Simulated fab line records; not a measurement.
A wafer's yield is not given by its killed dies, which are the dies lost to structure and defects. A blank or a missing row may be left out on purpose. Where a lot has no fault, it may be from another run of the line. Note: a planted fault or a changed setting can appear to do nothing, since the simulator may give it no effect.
Which tool did it? + flow rit_cmos + 14 lots with 42 wafers sampled at 2 steps, on a route of 202 steps

== WHAT EACH GAUGE READ, for each wafer ==
RIT_NSD_OVL_MEAS_06.
| lot  | measured    | on         | NSD_OVL (nm)   |
|------|-------------|------------|----------------|
| L587 | day 3 01:17 | overlay-01 | -1.2 -0.3 -1.5 |
| L588 | day 3 08:02 | overlay-01 | 0.9 2.0 0.4    |
| L589 | day 3 10:40 | overlay-01 | -3.6 -1.2 -1.5 |
| L590 | day 3 18:04 | overlay-02 | -0.1 0.7 -0.2  |
| L591 | day 3 23:50 | overlay-01 | -2.2 -1.9 -0.8 |
| L592 | day 4 05:16 | overlay-01 | 0.0 0.3 -0.3   |
| L596 | day 5 05:07 | overlay-02 | -2.0 1.1 -0.5  |
| L598 | day 5 12:48 | overlay-02 | -1.0 -0.1 2.1  |
| L604 | day 6 17:22 | overlay-02 | -2.0 -2.6 -2.0 |
| L603 | day 6 19:23 | overlay-01 | -2.2 -0.5 -1.9 |
| L605 | day 6 21:44 | overlay-01 | 2.6 1.6 1.9    |
| L606 | day 7 03:56 | overlay-02 | 0.5 -1.0 -1.1  |
| L607 | day 7 06:54 | overlay-01 | 0.4 1.5 -0.2   |
| L610 | day 7 20:16 | overlay-01 | 0.6 0.3 -0.2   |

RIT_M1_CD_MEAS_09 targets a cd of 2600 nm.
| lot  | measured    | on        | cd_nm (nm)           |
|------|-------------|-----------|----------------------|
| L587 | day 3 08:31 | cd_sem-02 | 2602.4 2602.6 2602.9 |
| L588 | day 3 15:14 | cd_sem-01 | 2599.6 2599.7 2599.1 |
| L589 | day 3 17:56 | cd_sem-01 | 2601.2 2601.9 2600.7 |
| L590 | day 4 01:39 | cd_sem-01 | 2606.1 2605.9 2603.1 |
| L591 | day 4 07:04 | cd_sem-01 | 2601.8 2602.5 2600.8 |
| L592 | day 4 12:33 | cd_sem-02 | 2597.3 2600.5 2598.0 |
| L596 | day 5 12:20 | cd_sem-01 | 2599.0 2603.0 2599.9 |
| L598 | day 5 19:56 | cd_sem-01 | 2600.6 2601.7 2600.3 |
| L604 | day 7 00:50 | cd_sem-01 | 2600.3 2600.5 2598.6 |
| L603 | day 7 02:57 | cd_sem-01 | 2599.7 2597.5 2601.1 |
| L605 | day 7 04:43 | cd_sem-01 | 2595.9 2598.6 2598.6 |
| L606 | day 7 11:22 | cd_sem-02 | 2597.5 2595.9 2597.7 |
| L607 | day 7 14:16 | cd_sem-01 | 2599.1 2599.3 2600.5 |
| L610 | day 8 03:25 | cd_sem-02 | 2600.1 2599.5 2601.5 |

== TOOL THAT RAN EACH LOT (tool first, then ch and the chambers of the sampled wafers, then the start) ==
Record: no process step prior to these readings.

== WHAT THE TOOLS THEMSELVES READ (means of the sampled wafers that have a number; where no wafer has one, the mark that the record gives instead) ==
The record holds no such reading with a usual standard deviation.

== THE ANSWER, worked out from the rows above alone ==
Rule: what is usual is taken from the lots themselves. Put in order of their means at a reading, lots are off if they are a third of the lots or fewer, leave a main group of 4 or more, and stand apart from it by a gap of 3 or more times the standard deviation of the main group's means; of several such gaps the widest counts. A main group is skipped when, at the precision printed for the reading in the tables above, its means are all equal. A lot without any number at a reading at which 4 lots or more have one is off too. Any other lot the step has rows for is counted as sound. First the gauges in route order, then the tools' own readings, where a lot's mean is used as printed above. The first step at which some lot is off is used, and at that step the reading that is off furthest; a lot without a number counts as furthest.
Across all readings shown, no lot is off: no conclusion can be drawn from this.

== WHAT WAS PUT IN BY THE SIMULATOR ==
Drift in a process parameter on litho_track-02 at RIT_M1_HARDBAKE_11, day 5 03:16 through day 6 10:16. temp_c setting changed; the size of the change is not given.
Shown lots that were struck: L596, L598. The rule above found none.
